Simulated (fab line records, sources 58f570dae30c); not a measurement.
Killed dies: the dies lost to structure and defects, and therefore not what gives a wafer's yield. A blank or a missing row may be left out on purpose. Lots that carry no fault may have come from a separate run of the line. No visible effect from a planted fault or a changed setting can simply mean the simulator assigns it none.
Split-lot trial + flow berkeley cmos170 + 27 wafers read across 5 lots, on a route 331 steps long

## SPLIT DETAILS
At UCB170_M2_METAL_ETCH_18 (etches Al in Cl2/BCl3, stops on SiO2, target depth 1170 nm, time 195 s), the setting time s was moved away from the recipe's 195 s on 9 of the 27 wafers read, by -31.4% to +52.7%. All remaining wafers had this setting at the recipe value.

## THE PATH FROM SPLIT TO READING: the file shows 1 step between them
- UCB170_M2_STRIP_19: strips in O2

## THE READING
cd nm (nm) at UCB170_M2_CD_MEAS_90, where the cd target is 700 nm. Fault-free wafers of this fab line usually give 702.1 nm, standard deviation 2.9 nm.

| wafer  | tool, chamber at the split | time s as run, s | against the recipe | cd nm, nm | against lot-mates on the recipe |
|--------|----------------------------|------------------|--------------------|-----------|---------------------------------|
| L078.1 | rie metal-04, 1            | 195              | recipe             | 699.1     | -                               |
| L078.2 | rie metal-04, 0            | 195              | recipe             | 705.3     | -                               |
| L078.3 | rie metal-04, 1            | 195              | recipe             | 700.9     | -                               |
| L078.4 | rie metal-04, 0            | 195              | recipe             | 703.8     | -                               |
| L078.5 | rie metal-04, 0            | 195              | recipe             | 704.7     | -                               |
| L078.6 | rie metal-04, 1            | 195              | recipe             | 702.2     | -                               |
| L077.1 | rie metal-04, 0            | 195              | recipe             | 702.5     | -                               |
| L077.2 | rie metal-04, 1            | 288              | +47.7%             | 678.4     | -27.9                           |
| L077.3 | rie metal-04, 1            | 288              | +47.7%             | 675.5     | -30.8                           |
| L077.4 | rie metal-04, 0            | 195              | recipe             | 708.4     | -                               |
| L077.5 | rie metal-04, 0            | 195              | recipe             | 708.1     | -                               |
| L077.6 | rie metal-04, 1            | 288              | +47.7%             | 675.9     | -30.4                           |
| L081.1 | rie metal-03, 0            | 195              | recipe             | 702.3     | -                               |
| L081.2 | rie metal-03, 1            | 133.7            | -31.4%             | 713.8     | +11.6                           |
| L081.3 | rie metal-03, 0            | 195              | recipe             | 704.4     | -                               |
| L081.4 | rie metal-03, 1            | 195              | recipe             | 700.0     | -                               |
| L081.5 | rie metal-03, 0            | 133.7            | -31.4%             | 717.9     | +15.7                           |
| L081.6 | rie metal-03, 1            | 133.7            | -31.4%             | 712.0     | +9.8                            |
| L083.2 | rie metal-04, 1            | 195              | recipe             | 693.1     | -                               |
| L083.3 | rie metal-04, 1            | 195              | recipe             | 701.4     | -                               |
| L083.6 | rie metal-04, 1            | 195              | recipe             | 699.4     | -                               |
| L085.1 | rie metal-01, 0            | 195              | recipe             | 698.9     | -                               |
| L085.2 | rie metal-01, 0            | 195              | recipe             | 703.4     | -                               |
| L085.3 | rie metal-01, 0            | 297.7            | +52.7%             | 675.1     | -26.9                           |
| L085.4 | rie metal-01, 0            | 297.7            | +52.7%             | 679.4     | -22.6                           |
| L085.5 | rie metal-01, 0            | 195              | recipe             | 703.6     | -                               |
| L085.6 | rie metal-01, 0            | 297.7            | +52.7%             | 677.5     | -24.5                           |

FIT RESULTS
A straight line over all 27 wafers: cd nm changes by -0.478 nm for each +1% of time s; r = -0.96; the points scatter about the line by 3.4 nm.
The same after taking each lot's own level away (the mean of its wafers on the recipe; 27 wafers): -0.505 nm for each +1%; r = -0.97; scatter 3.3 nm.
The reading moves by 27 nm for the largest change in time s, on that fit.
The span of the lots' own levels, 697.97 to 706.33 nm, comes to 2.9 times the standard deviation stated above.
Hence the lot-to-lot level has little effect on the slope; both slopes agree.
Check: for one of the wafers moved furthest among these (+52.7%), held out of the fit, the line's prediction against its lot-mates is -27.5 nm. Against them it came out at -26.9 nm.

## THESE WAFERS: OTHER SPLITS
Note: prior to the reading, these wafers also went through further splits. Each is held against what the fit with the lots' levels taken away leaves over:
| other split on the same wafers      | wafers away from the commonest value | r with cd nm (lot level and that fit taken away) |
|-------------------------------------|--------------------------------------|--------------------------------------------------|
| UCB170_NWELL_OXIDATION_01 ox time s | 12                                   | +0.02                                            |
| UCB170_PWELL_ETCH_14 time s         | 9                                    | -0.05                                            |
| UCB170_SACOX_OXIDATION_01 ox time s | 18                                   | -0.11                                            |
| UCB170_SPACER_ETCHBACK_03 time s    | 9                                    | +0.06                                            |

## THE WHOLE CHAIN: every reading that the file lists as answering this split, in the file's order
| step                    | what it does                                                           | reading                                                                   | change (the file's fit)                  | r (the file's) |
|-------------------------|------------------------------------------------------------------------|---------------------------------------------------------------------------|------------------------------------------|----------------|
| UCB170_M2_METAL_ETCH_18 | etches Al in Cl2/BCl3, stops on SiO2, target depth 1170 nm, time 195 s | KrF_of_M2_COAT_10.thk nm (the simulator's own value, which no gauge read) | -4.49 nm for each +1% of the setting     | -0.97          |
| UCB170_M2_STRIP_19      | strips in O2                                                           | oes product au                                                            | -0.0046 a.u. for each +1% of the setting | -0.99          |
| UCB170_M2_CD_MEAS_90    | target cd 700 nm                                                       | cd nm                                                                     | -0.514 nm for each +1% of the setting    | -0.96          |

## FILE'S OWN FIT
cd nm changes by -0.514 nm for each +1% of time s, r = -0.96.
